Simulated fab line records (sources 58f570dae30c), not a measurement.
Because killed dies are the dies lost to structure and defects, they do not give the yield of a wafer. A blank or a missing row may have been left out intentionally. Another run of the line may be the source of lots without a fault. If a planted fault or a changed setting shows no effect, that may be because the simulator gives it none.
Code-filled problem report in 8D (eight disciplines) form -- flow berkeley-cmos170 -- the parts of the form that need people (team, actions taken, sign-off) are left out

== 1. THE PROBLEM ==
Wafers free of any fault read 2318 (standard deviation 24) for PSD_TW at UCB170_PSD_TW_MEAS_10, against a mean of 2454 on 6 wafers of 2 lots. That is +5.7 standard deviations from the usual mean.
Earliest sighting: wafer L476.1 on film-metro-03 at day 9 04:36. Wafers with a number at this step in the record: 42, from 14 lots. Rule for "out", or "out of limits": more than 4 standard deviations from the usual mean. The other wafers with a number count as sound.

== 2. WHAT IT IS, WHAT IT ISN'T ==
question,is,is not
which readings at this step,PSD_TW,-
which lots,"L476, L480","L465, L466, L467, L469, L471, L472, L473, L477, L478, L482, L485, L488"
which wafers of those lots,all that have a number,-
read on which gauges,film-metro-03,"film-metro-01, film-metro-04"
when,from day 9 04:36,"up to then (24 sound wafers); but 12 sound wafers of L477, L482, L485, L488 came after"

== 3. WHAT RULES OUT EACH SUSPECT ==
Counting: any tool at a process step up to the reading is kept as a suspect provided that every lot that is out went through it and no sound lot did after the first of them.
- the gauge at UCB170_PSD_TW_MEAS_10 is ruled out. All the wafers that are out were read on film-metro-03, but those of them that UCB170_PSD_IMPLANT_08 has rows for are out there too, on other tools.
- plasma-asher-01 at UCB170_NLDD_STRIP_10 (strips in O2): kept. It ran every lot that is out, first L476 (day 8 20:28), and no sound lot after that; its last sound lot up to then is L467 (day 6 10:01).
- implanter-02 at UCB170_PSD_IMPLANT_08: kept. It ran every lot that is out, first L476 (day 9 04:21), and no sound lot after that; its last sound lot up to then is L473 (day 8 07:34). On those wafers its own readings are out: dose-ions-cm2, faraday-current-uA.
Remaining after the count are plasma-asher-01 at UCB170_NLDD_STRIP_10 and implanter-02 at UCB170_PSD_IMPLANT_08.

== 4. THE CAUSE (what the simulator had put in) ==
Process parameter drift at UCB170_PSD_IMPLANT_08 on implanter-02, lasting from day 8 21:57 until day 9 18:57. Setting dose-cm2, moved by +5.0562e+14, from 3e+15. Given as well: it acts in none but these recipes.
Of the 2 suspects that counting leaves, this tool is one.

== 5. THE CHAIN OF EFFECTS, in route order ==
One row per reading whose mean, taken over the struck wafers that have a number, lies over 3 standard deviations from the usual. Only readings whose record carries a usual standard deviation are examined. hours: median over the lots of the time between each lot's start at the first step of this table that gives one and its start at this step. sigmas: the change, counted in usual standard deviations.
hours,step,reading,usual,on struck wafers,change,sigmas
0,UCB170_PSD_IMPLANT_08,dose-ions-cm2,3.001e+15,3.508e+15,+5.065e+14,+99 or more
0,UCB170_PSD_IMPLANT_08,faraday-current-uA,9278,10764,+1486,+7.4
0,UCB170_PSD_STRIP_09,oes-product-au,0.601 a.u.,0.578,-0.023,-5.2
0,UCB170_PSD_STRIP_09,strip-time-to-endpoint-s,29.63 s,31.38,+1.75,+29
0,UCB170_PSD_TW_MEAS_10,PSD_TW,2318,2454,+136,+5.7
4,UCB170_SDANNEAL_RS_MEAS_02,PSD_RS,75.54 ohm/sq,67.05,-8.49,-39
It contains these process steps:
- UCB170_PSD_IMPLANT_08
- UCB170_PSD_STRIP_09: strips in O2.

== 6. HOW IT WOULD HAVE BEEN CAUGHT EARLIER ==
Counted from the fault's start at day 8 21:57, it took 7 hours until the first out-of-limits reading at a measuring or inspecting step in this record, taken at day 9 04:36.
The tool's own readings at UCB170_PSD_IMPLANT_08 were out on every struck wafer that the step has a row for (dose-ions-cm2, faraday-current-uA): an alarm limit on them would have fired on the first of those.
Of the lots that are out (2), L480 began UCB170_PSD_IMPLANT_08 on implanter-02 after day 9 04:36. Had the tool been put on hold then, it would have been spared.
